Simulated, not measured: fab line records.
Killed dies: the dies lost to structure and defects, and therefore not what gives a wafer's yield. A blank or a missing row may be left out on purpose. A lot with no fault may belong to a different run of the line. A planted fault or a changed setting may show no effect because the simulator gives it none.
fab line records	flow berkeley_cmos170
[record] lots = 5	wafers = 23
route steps=331 shown NWELL@18 WELLDRIVE@56 ACTIVE@65 FIELD@90 NVT@111 GATE@125 PLDD@149 NLDD@166 PSD@179
start_h: hours from the record's opening day to when the first of the lot's shown wafers began	wait_h: how many hours have passed since the lot's step before this one	" same as the row above	L1.1+2: a single row standing in for several wafers	- no value present, or no start provided	* or withheld: withheld	< > ~ a bound
route shown NAME@n: NAME is a module with steps in the file, n the number in the route of the first one	usual: mean/standard deviation of fault-free wafers	same: alike in all rows	chamber/n: place in a boat	sites: the reading at each site	_std_site: the standard deviation of these	_edge_site: inner sites' mean taken away from outer sites' mean	radius_mm: how far each site lies from the wafer's centre	mask NAME#n: copy n	behind: tool/chamber where the wafer was last shaped	hold: cause of the lot's hold/its duration in hours/its outcome	device: transistor that didn't switch, given as n, p or np	end of line: the tests these same wafers got at the end of their route	a step with no rows: only its recipe	killed: dies lost to structure and defects at the first sort, not the wafer's yield	map: a wafer's dies, x killed, . not, _ none there
set.NAME: the setting the step ran with; set.NAME@STEP: the setting that earlier step ran with	model.NAME: the simulator's own value behind a step, which no gauge read
lots where settings were altered on purpose, with a table for each step and a row for each wafer
[[steps]]
[step UCB170_NWELL_CVD_04]
[recipe] material = Si3N4	target_thk_nm = 224	temp_c = 800	precursor = SiH2Cl2/NH3	time_s = 3360	pressure_mtorr = 200	sih2cl2_flow_sccm = 25	nh3_flow_sccm = 75
lot.wafer	tool	chamber	start_h	wait_h	set.pressure_mtorr	model.Si3N4_of_NWELL_CVD_04.thk_nm
L075.1	-	-	-	0.4	189.2	216.7
L075.2	"	-	"	"	189.2	220.6
L075.4	"	-	"	"	189.2	218
L075.5+6	"	-	"	"	189.2	219.9
L076.1	-	-	-	0.4	176	214.5
L076.2	"	-	"	"	176	215.7
L076.3	"	-	"	"	176	214.1
L076.4	"	-	"	"	176	216.8
L076.5	"	-	"	"	176	215.6
L079.1	-	-	-	0.0	175.9	216
L079.3	"	-	"	"	175.9	216.7
L079.4	"	-	"	"	175.9	217.5
L079.5	"	-	"	"	175.9	216.9
L079.6	"	-	"	"	175.9	215.5
L080.1	-	-	-	0.0	191.3	217.2
L080.3	"	-	"	"	191.3	219.2
L080.4+5	"	-	"	"	191.3	218.9
L080.6	"	-	"	"	191.3	220.1
L084.1	lpcvd-02	0	81.92	0.0	200	222.1
L084.2	"	0	"	"	200	222.4
L084.3	"	0	"	"	200	220.6
[step UCB170_NWELL_IMPLANT_14]
[recipe] species = P	dose_cm2 = 1e+13	energy_kev = 150	tilt_deg = 7
lot.wafer	tool	chamber	start_h	wait_h	set.dose_cm2
L076.1+3+5	implanter-01	0	46.05	0.1	1e+13
L076.2+4	"	0	"	"	1.062e+13
L075.1+2+4+5+6	implanter-04	0	46.21	0.1	1e+13
L079.1+3+5	implanter-01	0	67.03	0.1	1e+13
L079.4+6	"	0	"	"	1.058e+13
L080.1+4	implanter-02	0	67.31	0.1	9.756e+12
L080.3+5+6	"	0	"	"	1e+13
L084.1+2+3	implanter-04	0	85.18	0.1	1e+13
[step UCB170_NWELL_STRIP_15]
[recipe] chemistry = O2	power_w = 400	pressure_mtorr = 3500	platen_temp_c = withheld	o2_flow_sccm = 400	overash_fraction = 0.5
[step UCB170_NWELL_TW_MEAS_16]
[usual] NWELL_TW = 1243/9.9
lot.wafer	tool	chamber	start_h	wait_h	set.dose_cm2@NWELL_IMPLANT_14	NWELL_TW
L076.1	film_metro-03	-	46.30	0.1	1e+13	1229
L076.2	"	-	"	"	1.062e+13	1255
L076.3	"	-	"	"	1e+13	1235
L076.4	"	-	"	"	1.062e+13	1261
L076.5	"	-	"	"	1e+13	1229
L075.1	film_metro-02	-	46.46	0.1	1e+13	1245
L075.2	"	-	"	"	1e+13	1248
L075.4	"	-	"	"	1e+13	1254
L075.5	"	-	"	"	1e+13	1255
L075.6	"	-	"	"	1e+13	1256
L079.1	film_metro-03	-	67.28	0.1	1e+13	1233
L079.3	"	-	"	"	1e+13	1232
L079.4	"	-	"	"	1.058e+13	1251
L079.5	"	-	"	"	1e+13	1232
L079.6	"	-	"	"	1.058e+13	1251
L080.1	film_metro-02	-	67.56	0.1	9.756e+12	1242
L080.3	"	-	"	"	1e+13	1261
L080.4	"	-	"	"	9.756e+12	1248
L080.5	"	-	"	"	1e+13	1258
L080.6	"	-	"	"	1e+13	1263
L084.1	film_metro-02	-	85.43	0.1	1e+13	1253
L084.2	"	-	"	"	1e+13	1251
L084.3	"	-	"	"	1e+13	1250
[step UCB170_WELLDRIVE_OXIDATION_01]
[recipe] temp_c = 1100	ambient = O2	target_thk_a = 1990	ox_time_s = 9000
lot.wafer	tool	chamber	start_h	wait_h	set.temp_c	model.SiO2_of_WELLDRIVE_OXIDATION_01.thk_nm
L075.1	-	-	-	3.2	1125	224.9
L075.2	"	-	"	"	1125	227.9
L075.4	"	-	"	"	1125	223.6
L075.5	"	-	"	"	1125	227.4
L075.6	"	-	"	"	1125	226.5
L076.1	-	-	-	3.2	1091	195.6
L076.2	"	-	"	"	1091	197.9
L076.3	"	-	"	"	1091	195.5
L076.4	"	-	"	"	1091	194.7
L076.5	"	-	"	"	1091	198
L079.1	-	-	-	7.3	1075	175.2
L079.3	"	-	"	"	1075	177.1
L079.4+5	"	-	"	"	1075	175.3
L079.6	"	-	"	"	1075	174.9
L080.1	-	-	-	7.3	1132	237.4
L080.3	"	-	"	"	1132	232.3
L080.4	"	-	"	"	1132	232.5
L080.5	"	-	"	"	1132	236
L080.6	"	-	"	"	1132	231.5
L084.1+3	furnace-02	0	119.78	1.0	1100	199.1
L084.2	"	0	"	"	1100	196.6
[step UCB170_WELLDRIVE_THK_MEAS_02]
[recipe] reads = SiO2_of_WELLDRIVE_OXIDATION_01
[usual] WELLDRIVE_OXIDE_THK = 203/3.3
lot.wafer	tool	chamber	start_h	wait_h	set.temp_c@WELLDRIVE_OXIDATION_01	WELLDRIVE_OXIDE_THK[nm]
L075.1	film_metro-03	-	-	-	1125	225
L075.2	"	-	"	"	1125	228
L075.4	"	-	"	"	1125	223
L075.5	"	-	"	"	1125	227
L075.6	"	-	"	"	1125	226
L076.1	film_metro-04	-	-	-	1091	196
L076.2	"	-	"	"	1091	198
L076.3	"	-	"	"	1091	196
L076.4	"	-	"	"	1091	195
L076.5	"	-	"	"	1091	198
L079.1	film_metro-04	-	-	-	1075	175
L079.3	"	-	"	"	1075	177
L079.4	"	-	"	"	1075	175
L079.5	"	-	"	"	1075	175
L079.6	"	-	"	"	1075	175
L080.1	film_metro-01	-	-	-	1132	237
L080.3	"	-	"	"	1132	232
L080.4	"	-	"	"	1132	232
L080.5	"	-	"	"	1132	236
L080.6	"	-	"	"	1132	231
L084.1	film_metro-01	-	123.28	0.0	1100	199
L084.2	"	-	"	"	1100	197
L084.3	"	-	"	"	1100	199
[step UCB170_ACTIVE_CVD_05]
[recipe] material = Si3N4	target_thk_nm = 220	temp_c = 800	precursor = SiH2Cl2/NH3	time_s = 3300	pressure_mtorr = 200	sih2cl2_flow_sccm = 25	nh3_flow_sccm = 75
lot.wafer	tool	chamber	start_h	wait_h	set.sih2cl2_flow_sccm	model.Si3N4_of_ACTIVE_CVD_05.thk_nm
L075.1	-	-	-	0.7	26.69	228
L075.2+4	"	-	"	"	26.69	226.4
L075.5	"	-	"	"	26.69	228.2
L075.6	"	-	"	"	26.69	228.3
L076.1	-	-	-	0.7	23.42	214.3
L076.2	"	-	"	"	23.42	218.4
L076.3	"	-	"	"	23.42	215.1
L076.4	"	-	"	"	23.42	216.9
L076.5	"	-	"	"	23.42	217.9
L079.1	-	-	-	0.7	25	217.2
L079.3	"	-	"	"	25	219
L079.4+6	"	-	"	"	25	218.6
L079.5	"	-	"	"	25	218.4
L080.1+3	-	-	-	0.7	27.69	225
L080.4	"	-	"	"	27.69	225.5
L080.5	"	-	"	"	27.69	226.3
L080.6	"	-	"	"	27.69	222.8
L084.1	lpcvd-02	0	145.42	0.0	25	219.9
L084.2	"	0	"	"	25	218.7
L084.3	"	0	"	"	25	219.7
[step UCB170_ACTIVE_COAT_08]
[recipe] resist = KrF	spin_rpm = 1500	resist_thk_nm = 900
lot.wafer	tool	chamber	start_h	wait_h	set.spin_rpm	model.KrF_of_ACTIVE_COAT_08.thk_nm
L075.1	litho_track-02	0	110.63	0.1	1564	880.7
L075.2	"	0	"	"	1500	900
L075.4	"	0	"	"	1500	898.6
L075.5	"	0	"	"	1564	881.5
L075.6	"	0	"	"	1564	882
L076.1	litho_track-04	0	110.63	0.1	1397	929.1
L076.2	"	0	"	"	1500	898.4
L076.3	"	0	"	"	1397	931.3
L076.4	"	0	"	"	1500	896.7
L076.5	"	0	"	"	1500	896
L079.1	litho_track-03	0	137.34	0.1	1500	894
L079.3	"	0	"	"	1530	889.8
L079.4	"	0	"	"	1530	886.6
L079.5	"	0	"	"	1530	888.5
L079.6	"	0	"	"	1500	898.1
L080.1+4	litho_track-02	0	137.34	0.1	1500	903.1
L080.3	"	0	"	"	1500	902.9
L080.5	"	0	"	"	1500	903.5
L080.6	"	0	"	"	1500	899.9
L084.1	litho_track-03	0	147.60	0.1	1500	901.3
L084.2	"	0	"	"	1500	897.7
L084.3	"	0	"	"	1500	899.7
[step UCB170_ACTIVE_SOFTBAKE_09]
[recipe] resist = KrF	temp_c = 130	time_s = 60
[step UCB170_ACTIVE_EXPOSE_10]
[recipe] mask_id = ACTIVE	target_cd_nm = 1200	na = 0.5	sigma_outer = 0.6	source_shape = conventional	dose_mj = 19.79
[step UCB170_ACTIVE_ETCH_15]
[recipe] chemistry = CH3F/Ar/O2	target = Si3N4	stop_on = SiO2	CH3F_flow_sccm = 20	Ar_flow_sccm = 50	O2_flow_sccm = 7	pressure_mtorr = 50	rf_w = 450	target_depth_a = 2420	over_etch_frac = 0.1	time_s = 151
lot.wafer	tool	chamber	start_h	wait_h	set.sih2cl2_flow_sccm@ACTIVE_CVD_05	set.spin_rpm@ACTIVE_COAT_08	model.KrF_of_ACTIVE_COAT_08.thk_nm	model.etch.depth_nm
L075.1	rie_diel-01	3	112.26	0.0	26.69	1564	702.5	228
L075.2	"	1	"	"	26.69	1500	728.7	226.4
L075.4	"	2	"	"	26.69	1500	723	226.4
L075.5	"	0	"	"	26.69	1564	703.7	-
L075.6	"	3	"	"	26.69	1564	703.1	-
L076.1	rie_diel-02	1	112.37	0.0	23.42	1397	755	214.3
L076.2	"	2	"	"	23.42	1500	727	-
L076.3	"	3	"	"	23.42	1397	756.5	215.1
L076.4	"	0	"	"	23.42	1500	722.2	-
L076.5	"	3	"	"	23.42	1500	721.8	217.9
L080.1	rie_diel-02	1	138.52	0.0	27.69	1500	728.8	-
L080.3	"	2	"	"	27.69	1500	730.4	-
L080.4	"	0	"	"	27.69	1500	729.1	-
L080.5	"	1	"	"	27.69	1500	726.2	-
L080.6	"	0	"	"	27.69	1500	725.2	-
L079.1	rie_diel-04	2	138.97	0.0	25	1500	723.7	-
L079.3	"	3	"	"	25	1530	715.9	-
L079.4	"	0	"	"	25	1530	711.2	-
L079.5	"	3	"	"	25	1530	715.2	-
L079.6	"	2	"	"	25	1500	727.2	218.6
L084.1	rie_diel-02	2	148.67	0.0	25	1500	727.3	219.9
L084.2	"	3	"	"	25	1500	718.8	218.7
L084.3	"	1	"	"	25	1500	722.8	219.7
[step UCB170_ACTIVE_STRIP_16]
[recipe] chemistry = O2	power_w = 400	pressure_mtorr = 3500	platen_temp_c = withheld	o2_flow_sccm = 400	overash_fraction = 0.5
[usual] strip_time_to_endpoint_s = 18.09/0.077
lot.wafer	tool	chamber	start_h	wait_h	set.spin_rpm@ACTIVE_COAT_08	strip_time_to_endpoint_s
L075.1	plasma_asher-01	1	112.36	0.1	1564	17.56
L075.2	"	0	"	"	1500	18.18
L075.4	"	0	"	"	1500	18.05
L075.5	"	0	"	"	1564	17.58
L075.6	"	1	"	"	1564	17.57
L076.1	plasma_asher-03	1	112.47	0.1	1397	18.83
L076.2	"	0	"	"	1500	18.15
L076.3	"	1	"	"	1397	18.85
L076.4	"	0	"	"	1500	18.05
L076.5	"	1	"	"	1500	18.02
L080.1	plasma_asher-03	0	138.63	0.1	1500	18.20
L080.3	"	0	"	"	1500	18.23
L080.4	"	1	"	"	1500	18.20
L080.5	"	1	"	"	1500	18.14
L080.6	"	0	"	"	1500	18.09
L079.1	plasma_asher-03	0	139.08	0.1	1500	18.07
L079.3	"	0	"	"	1530	17.87
L079.4	"	1	"	"	1530	17.77
L079.5	"	1	"	"	1530	17.87
L079.6	"	0	"	"	1500	18.15
L084.1	plasma_asher-02	0	148.77	0.1	1500	18.16
L084.2	"	1	"	"	1500	17.95
L084.3	"	1	"	"	1500	18.03
[step UCB170_FIELD_OXIDATION_01]
[recipe] temp_c = 1000	ambient = H2O	p_h2o_torr = 584.62	target_thk_a = 5583	ox_time_s = 7200
lot.wafer	tool	chamber	start_h	wait_h	set.temp_c	model.SiO2_of_FIELD_OXIDATION_01.thk_nm
L075.1	-	-	-	7.7	1021	660.6
L075.2	"	-	"	"	1021	661.3
L075.4	"	-	"	"	1021	658.3
L075.5	"	-	"	"	1021	650.7
L075.6	"	-	"	"	1021	653.5
L076.1	-	-	-	7.9	1010	610.9
L076.2	"	-	"	"	1010	610.1
L076.3	"	-	"	"	1010	607.1
L076.4	"	-	"	"	1010	611.6
L076.5	"	-	"	"	1010	614.7
L079.1	-	-	-	5.9	1026	663.4
L079.3	"	-	"	"	1026	661.1
L079.4	"	-	"	"	1026	664.9
L079.5	"	-	"	"	1026	654.9
L079.6	"	-	"	"	1026	662
L080.1	-	-	-	6.5	1029	667
L080.3	"	-	"	"	1029	655.8
L080.4	"	-	"	"	1029	657.4
L080.5	"	-	"	"	1029	663.9
L080.6	"	-	"	"	1029	654
L084.1	furnace-04	0	155.71	4.9	1000	559.4
L084.2	"	0	"	"	1000	564.2
L084.3	"	0	"	"	1000	559.6
[step UCB170_FIELD_THK_MEAS_02]
[recipe] reads = SiO2_of_FIELD_OXIDATION_01
[usual] FIELD_OXIDE_THK = 566/9.7
lot.wafer	tool	chamber	start_h	wait_h	set.temp_c@FIELD_OXIDATION_01	FIELD_OXIDE_THK[nm]
L075.1	film_metro-03	-	-	-	1021	661
L075.2	"	-	"	"	1021	661
L075.4	"	-	"	"	1021	658
L075.5	"	-	"	"	1021	650
L075.6	"	-	"	"	1021	654
L076.1	film_metro-02	-	-	-	1010	611
L076.2	"	-	"	"	1010	610
L076.3	"	-	"	"	1010	607
L076.4	"	-	"	"	1010	611
L076.5	"	-	"	"	1010	614
L079.1	film_metro-02	-	-	-	1026	663
L079.3	"	-	"	"	1026	661
L079.4	"	-	"	"	1026	665
L079.5	"	-	"	"	1026	655
L079.6	"	-	"	"	1026	662
L080.1	film_metro-01	-	-	-	1029	667
L080.3	"	-	"	"	1029	656
L080.4	"	-	"	"	1029	657
L080.5	"	-	"	"	1029	664
L080.6	"	-	"	"	1029	654
L084.1	film_metro-03	-	158.71	0.0	1000	559
L084.2	"	-	"	"	1000	564
L084.3	"	-	"	"	1000	560
[step UCB170_FIELD_ANNEAL_03]
[recipe] temp_c = 1000	time_s = 1200	ambient = N2
[step UCB170_FIELD_WET_ETCH_04]
[recipe] chemistry = dHF	dilution = 10:1	target = SiO2	temp_c = 25	time_s = 60
[step UCB170_FIELD_WET_ETCH_05]
[recipe] chemistry = H3PO4	target = Si3N4	temp_c = 160	time_s = 12600
[step UCB170_FIELD_WET_ETCH_06]
[recipe] chemistry = BOE	dilution = 5:1	target = SiO2	temp_c = 25	time_s = 22
[step UCB170_FIELD_THK_MEAS_90]
[recipe] reads = SiO2_of_FIELD_OXIDATION_01
[usual] FIELD_OXIDE_LEFT_1_THK = 449/9.9
lot.wafer	tool	chamber	start_h	wait_h	set.temp_c@FIELD_OXIDATION_01	FIELD_OXIDE_LEFT_1_THK[nm]
L075.1	film_metro-02	-	139.93	0.0	1021	544
L075.2	"	-	"	"	1021	545
L075.4	"	-	"	"	1021	541
L075.5	"	-	"	"	1021	534
L075.6	"	-	"	"	1021	537
L076.1	film_metro-01	-	139.93	0.0	1010	496
L076.2	"	-	"	"	1010	494
L076.3	"	-	"	"	1010	491
L076.4	"	-	"	"	1010	496
L076.5	"	-	"	"	1010	499
L080.1	film_metro-03	-	161.98	0.0	1029	550
L080.3	"	-	"	"	1029	539
L080.4	"	-	"	"	1029	540
L080.5	"	-	"	"	1029	547
L080.6	"	-	"	"	1029	536
L079.1	film_metro-03	-	162.04	0.1	1026	547
L079.3	"	-	"	"	1026	544
L079.4	"	-	"	"	1026	549
L079.5	"	-	"	"	1026	539
L079.6	"	-	"	"	1026	546
L084.1	film_metro-03	-	167.69	0.0	1000	443
L084.2	"	-	"	"	1000	448
L084.3	"	-	"	"	1000	443
[step UCB170_NVT_IMPLANT_07]
[recipe] species = BF2	dose_cm2 = 3e+12	energy_kev = 50	tilt_deg = 7
lot.wafer	tool	chamber	start_h	wait_h	set.tilt_deg
L076.1+4	implanter-03	0	163.72	0.0	7
L076.2+3+5	"	0	"	"	6.708
L075.1+2	implanter-01	0	164.27	0.0	7
L075.4+5+6	"	0	"	"	7.444
L079.1+5	implanter-01	0	176.41	0.0	7
L079.3+4+6	"	0	"	"	7.514
L080.1+4+6	implanter-03	0	176.82	0.0	7
L080.3+5	"	0	"	"	7.702
L084.1+2+3	implanter-01	0	186.43	0.0	7
[step UCB170_NVT_STRIP_08]
[recipe] chemistry = O2	power_w = 400	pressure_mtorr = 3500	platen_temp_c = withheld	o2_flow_sccm = 400	overash_fraction = 0.5
[step UCB170_GATE_WET_ETCH_00]
[recipe] chemistry = dHF	dilution = 25:1	target = SiO2	temp_c = 25	time_s = 200
[step UCB170_FIELD_THK_MEAS_91]
[recipe] reads = SiO2_of_FIELD_OXIDATION_01
[usual] FIELD_OXIDE_LEFT_2_THK = 360/9.7
lot.wafer	tool	chamber	start_h	wait_h	set.temp_c@FIELD_OXIDATION_01	FIELD_OXIDE_LEFT_2_THK[nm]
L076.1	film_metro-03	-	-	-	1010	409
L076.2	"	-	"	"	1010	409
L076.3	"	-	"	"	1010	405
L076.4	"	-	"	"	1010	410
L076.5	"	-	"	"	1010	413
L075.1	film_metro-01	-	-	-	1021	449
L075.2	"	-	"	"	1021	450
L075.4	"	-	"	"	1021	447
L075.5	"	-	"	"	1021	440
L075.6	"	-	"	"	1021	443
L079.1	film_metro-03	-	-	-	1026	460
L079.3	"	-	"	"	1026	457
L079.4	"	-	"	"	1026	462
L079.5	"	-	"	"	1026	452
L079.6	"	-	"	"	1026	459
L080.1	film_metro-02	-	-	-	1029	465
L080.3	"	-	"	"	1029	453
L080.4	"	-	"	"	1029	455
L080.5	"	-	"	"	1029	462
L080.6	"	-	"	"	1029	451
L084.1	film_metro-01	-	188.29	0.0	1000	355
L084.2	"	-	"	"	1000	360
L084.3	"	-	"	"	1000	355
[step UCB170_PLDD_PEB_04]
[recipe] peb_temp_c = 130	peb_time_s = withheld	resist = KrF
lot.wafer	tool	chamber	start_h	wait_h	set.peb_temp_c
L075.1+4+5	litho_track-04	0	180.44	0.1	132.3
L075.2+6	"	0	"	"	130
L076.1+2+3	litho_track-01	0	180.82	0.1	130
L076.4+5	"	0	"	"	133.3
L080.1+5	litho_track-03	0	199.09	0.5	132.1
L080.3+4+6	"	0	"	"	130
L079.1+4+5	litho_track-01	0	199.14	0.4	133.8
L079.3+6	"	0	"	"	130
L084.1+2+3	litho_track-01	0	202.52	0.4	130
[step UCB170_PLDD_DEVELOP_05]
[recipe] developer = TMAH	develop_time_s = 45	resist = KrF	dev_temp_c = 21
[step UCB170_PLDD_CD_MEAS_06]
[recipe] target_cd_nm = 1200
[usual] cd_nm = 1199.8/1.5
lot.wafer	tool	chamber	start_h	wait_h	set.peb_temp_c@PLDD_PEB_04	cd_nm
L075.1	cd_sem-01	-	180.72	-	132.3	1214.0
L075.2	"	-	"	"	130	1198.7
L075.4	"	-	"	"	132.3	1213.0
L075.5	"	-	"	"	132.3	1214.0
L075.6	"	-	"	"	130	1199.8
L076.1	cd_sem-01	-	181.09	-	130	1201.8
L076.2	"	-	"	"	130	1202.2
L076.3	"	-	"	"	130	1201.7
L076.4	"	-	"	"	133.3	1221.7
L076.5	"	-	"	"	133.3	1221.5
L080.1	cd_sem-02	-	199.37	-	132.1	1213.7
L080.3	"	-	"	"	130	1199.8
L080.4	"	-	"	"	130	1200.2
L080.5	"	-	"	"	132.1	1212.0
L080.6	"	-	"	"	130	1199.9
L079.1	cd_sem-01	-	199.42	-	133.8	1220.9
L079.3	"	-	"	"	130	1199.7
L079.4	"	-	"	"	133.8	1221.3
L079.5	"	-	"	"	133.8	1221.4
L079.6	"	-	"	"	130	1200.3
L084.1	cd_sem-01	-	202.80	-	130	1199.3
L084.2	"	-	"	"	130	1199.0
L084.3	"	-	"	"	130	1199.3
[step UCB170_NLDD_IMPLANT_08]
[recipe] species = As	dose_cm2 = 5e+13	energy_kev = 30	tilt_deg = 7	rotation_deg = 0
lot.wafer	tool	chamber	start_h	wait_h	set.dose_cm2
L075.1+5+6	implanter-04	0	182.84	0.0	5.239e+13
L075.2+4	"	0	"	"	5e+13
L076.1+2	implanter-03	0	183.12	0.0	4.869e+13
L076.3+4+5	"	0	"	"	5e+13
L080.1+4	implanter-04	0	201.73	0.0	5e+13
L080.3+5+6	"	0	"	"	5.307e+13
L079.1+6	implanter-02	0	201.97	0.0	5e+13
L079.3+4+5	"	0	"	"	4.733e+13
L084.1+2+3	implanter-03	0	205.80	0.0	5e+13
[step UCB170_PSD_PEB_04]
[recipe] peb_temp_c = 130	peb_time_s = withheld	resist = KrF
lot.wafer	tool	chamber	start_h	wait_h	set.peb_temp_c
L075.1+5	litho_track-01	0	190.93	0.2	132.7
L075.2+4+6	"	0	"	"	130
L076.1+5	litho_track-03	0	191.51	0.3	127.2
L076.2+3+4	"	0	"	"	130
L079.1+4	litho_track-01	0	207.50	0.7	131.4
L079.3+5+6	"	0	"	"	130
L080.1+3+6	litho_track-02	0	207.69	0.6	130
L080.4+5	"	0	"	"	126.6
L084.1+2+3	litho_track-01	0	212.16	0.2	130
[step UCB170_PSD_DEVELOP_05]
[recipe] developer = TMAH	develop_time_s = 45	resist = KrF	dev_temp_c = 21
[step UCB170_PSD_CD_MEAS_06]
[recipe] target_cd_nm = 1200
[usual] cd_nm = 1199.8/1.2
lot.wafer	tool	chamber	start_h	wait_h	set.peb_temp_c@PSD_PEB_04	cd_nm
L075.1	cd_sem-01	-	191.21	-	132.7	1215.0
L075.2	"	-	"	"	130	1199.2
L075.4	"	-	"	"	130	1199.5
L075.5	"	-	"	"	132.7	1215.4
L075.6	"	-	"	"	130	1199.2
L076.1	cd_sem-02	-	191.79	-	127.2	1179.1
L076.2	"	-	"	"	130	1200.2
L076.3	"	-	"	"	130	1199.2
L076.4	"	-	"	"	130	1199.9
L076.5	"	-	"	"	127.2	1178.2
L079.1	cd_sem-01	-	207.77	-	131.4	1209.3
L079.3	"	-	"	"	130	1200.8
L079.4	"	-	"	"	131.4	1209.4
L079.5	"	-	"	"	130	1201.2
L079.6	"	-	"	"	130	1199.6
L080.1	cd_sem-02	-	207.96	-	130	1198.3
L080.3	"	-	"	"	130	1200.5
L080.4	"	-	"	"	126.6	1173.3
L080.5	"	-	"	"	126.6	1174.0
L080.6	"	-	"	"	130	1199.7
L084.1	cd_sem-02	-	212.43	-	130	1198.6
L084.2	"	-	"	"	130	1198.4
L084.3	"	-	"	"	130	1199.7
[[key]]
[split] step = UCB170_NWELL_CVD_04	setting = pressure_mtorr	stated = 200	by = lot
[response] step = UCB170_NWELL_CVD_04	reading = model.Si3N4_of_NWELL_CVD_04.thk_nm	change = +0.451	per = 1%	r = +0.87
[split] step = UCB170_NWELL_IMPLANT_14	setting = dose_cm2	stated = 1e+13	by = wafer
[response] step = UCB170_NWELL_TW_MEAS_16	reading = NWELL_TW	change = +4.01	per = 1%	r = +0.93
[split] step = UCB170_WELLDRIVE_OXIDATION_01	setting = temp_c	stated = 1100	by = lot
[response] step = UCB170_WELLDRIVE_OXIDATION_01	reading = model.SiO2_of_WELLDRIVE_OXIDATION_01.thk_nm	change = +10.9	per = 1%	r = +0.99
[response] step = UCB170_WELLDRIVE_THK_MEAS_02	reading = WELLDRIVE_OXIDE_THK	change = +10.9	per = 1%	r = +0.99
[split] step = UCB170_ACTIVE_CVD_05	setting = sih2cl2_flow_sccm	stated = 25	by = lot
[response] step = UCB170_ACTIVE_CVD_05	reading = model.Si3N4_of_ACTIVE_CVD_05.thk_nm	change = +0.624	per = 1%	r = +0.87
[response] step = UCB170_ACTIVE_ETCH_15	reading = model.etch.depth_nm	change = +0.86	per = 1%	r = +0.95
[split] step = UCB170_ACTIVE_COAT_08	setting = spin_rpm	stated = 1500	by = wafer
[response] step = UCB170_ACTIVE_COAT_08	reading = model.KrF_of_ACTIVE_COAT_08.thk_nm	change = -4.61	per = 1%	r = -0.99
[response] step = UCB170_ACTIVE_ETCH_15	reading = model.KrF_of_ACTIVE_COAT_08.thk_nm	change = -4.9	per = 1%	r = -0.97
[response] step = UCB170_ACTIVE_ETCH_15	reading = model.etch.depth_nm	change = +0.443	per = 1%	r = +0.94
[response] step = UCB170_ACTIVE_STRIP_16	reading = strip_time_to_endpoint_s	change = *	per = 1%	r = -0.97
[split] step = UCB170_FIELD_OXIDATION_01	setting = temp_c	stated = 1000	by = lot
[response] step = UCB170_FIELD_OXIDATION_01	reading = model.SiO2_of_FIELD_OXIDATION_01.thk_nm	change = +34.1	per = 1%	r = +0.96
[response] step = UCB170_FIELD_THK_MEAS_02	reading = FIELD_OXIDE_THK	change = +34.2	per = 1%	r = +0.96
[response] step = UCB170_FIELD_THK_MEAS_90	reading = FIELD_OXIDE_LEFT_1_THK	change = +33.8	per = 1%	r = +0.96
[response] step = UCB170_FIELD_THK_MEAS_91	reading = FIELD_OXIDE_LEFT_2_THK	change = +33.8	per = 1%	r = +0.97
[split] step = UCB170_NVT_IMPLANT_07	setting = tilt_deg	stated = 7	by = wafer
response none clear
[split] step = UCB170_PLDD_PEB_04	setting = peb_temp_c	stated = 130	by = wafer
[response] step = UCB170_PLDD_CD_MEAS_06	reading = cd_nm	change = +7.64	per = 1%	r = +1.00
[split] step = UCB170_NLDD_IMPLANT_08	setting = dose_cm2	stated = 5e+13	by = wafer
response none in this file
[split] step = UCB170_PSD_PEB_04	setting = peb_temp_c	stated = 130	by = wafer
[response] step = UCB170_PSD_CD_MEAS_06	reading = cd_nm	change = +9.19	per = 1%	r = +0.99
